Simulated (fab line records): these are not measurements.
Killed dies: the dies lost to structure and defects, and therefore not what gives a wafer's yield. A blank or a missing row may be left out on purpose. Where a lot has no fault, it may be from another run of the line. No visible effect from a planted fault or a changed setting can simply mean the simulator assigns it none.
Split-lot trial | flow rit-cmos | 5 lots, 23 wafers read, on a route of 202 steps

## ON THE SPLIT
At RIT_ACTIVE_CVD_03 (deposits Si3N4 from SiH2Cl2/NH3, target thk 150 nm, time 1500 s), the setting pressure-mtorr was moved away from the recipe's 300 mTorr on 15 of the 23 wafers read, by -6.6% to +13.3%. This setting was run at the recipe's value on the other wafers.

Split to reading: the file shows no intervening step.

## THE READING
ACTIVE_NITRIDE_THK (nm), taken at RIT_ACTIVE_THK_MEAS_04. A value of 151.1 nm with a standard deviation of 1.3 nm is what fault-free wafers of this fab line usually give.

wafer  | tool, chamber at the split | pressure-mtorr as run, mTorr | against the recipe | ACTIVE_NITRIDE_THK, nm | against lot-mates on the recipe
L075.1 | lpcvd-02, 0                | 300                          | recipe             | 152.3                  | -
L075.3 | lpcvd-02, 0                | 300                          | recipe             | 150.1                  | -
L075.6 | lpcvd-02, 0                | 300                          | recipe             | 150.9                  | -
L078.1 | -, -                       | 300                          | recipe             | 149.9                  | -
L078.2 | -, -                       | 300                          | recipe             | 151.2                  | -
L078.4 | -, -                       | 300                          | recipe             | 150.0                  | -
L078.5 | -, -                       | 300                          | recipe             | 149.7                  | -
L078.6 | -, -                       | 300                          | recipe             | 149.9                  | -
L080.1 | -, -                       | 339.9                        | +13.3%             | 156.6                  | no lot-mate on the recipe
L080.2 | -, -                       | 339.9                        | +13.3%             | 156.6                  | no lot-mate on the recipe
L080.3 | -, -                       | 339.9                        | +13.3%             | 157.1                  | no lot-mate on the recipe
L080.4 | -, -                       | 339.9                        | +13.3%             | 156.8                  | no lot-mate on the recipe
L080.6 | -, -                       | 339.9                        | +13.3%             | 156.9                  | no lot-mate on the recipe
L084.2 | -, -                       | 280.2                        | -6.6%              | 148.4                  | no lot-mate on the recipe
L084.3 | -, -                       | 280.2                        | -6.6%              | 147.9                  | no lot-mate on the recipe
L084.4 | -, -                       | 280.2                        | -6.6%              | 149.1                  | no lot-mate on the recipe
L084.5 | -, -                       | 280.2                        | -6.6%              | 147.2                  | no lot-mate on the recipe
L084.6 | -, -                       | 280.2                        | -6.6%              | 147.4                  | no lot-mate on the recipe
L085.1 | -, -                       | 312.1                        | +4.0%              | 152.2                  | no lot-mate on the recipe
L085.3 | -, -                       | 312.1                        | +4.0%              | 152.5                  | no lot-mate on the recipe
L085.4 | -, -                       | 312.1                        | +4.0%              | 153.1                  | no lot-mate on the recipe
L085.5 | -, -                       | 312.1                        | +4.0%              | 153.0                  | no lot-mate on the recipe
L085.6 | -, -                       | 312.1                        | +4.0%              | 151.9                  | no lot-mate on the recipe

FIT RESULTS
A straight line over all 23 wafers: ACTIVE_NITRIDE_THK changes by +0.448 nm for each +1% of pressure-mtorr; r = +0.98; the points scatter about the line by 0.69 nm.
Too few moved wafers with a lot-mate on the recipe to fit a line net of each lot's own level.

## THE WHOLE CHAIN: every reading that the file lists as answering this split, in the file's order
step                   | what it does                                                        | reading                                                                        | change (the file's fit)               | r (the file's)
RIT_ACTIVE_CVD_03      | deposits Si3N4 from SiH2Cl2/NH3, target thk 150 nm, time 1500 s     | Si3N4_of_ACTIVE_CVD_03.thk-nm (the simulator's own value, which no gauge read) | +0.448 nm for each +1% of the setting | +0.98
RIT_ACTIVE_THK_MEAS_04 |                                                                     | ACTIVE_NITRIDE_THK                                                             | +0.448 for each +1% of the setting    | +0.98
RIT_ACTIVE_ETCH_13     | etches Si3N4 in SF6, stops on SiO2, time 210 s, target depth 210 nm | etch.depth-nm (the simulator's own value, which no gauge read)                 | +0.444 nm for each +1% of the setting | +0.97
RIT_FOX2_OXIDATION_00  | target thk 350.7 nm, ox time 1130 s                                 | Si3N4_of_ACTIVE_CVD_03.thk-nm (the simulator's own value, which no gauge read) | +0.484 nm for each +1% of the setting | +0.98

## FILE'S OWN FIT
ACTIVE_NITRIDE_THK changes by +0.448 nm for each +1% of pressure-mtorr, r = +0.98.
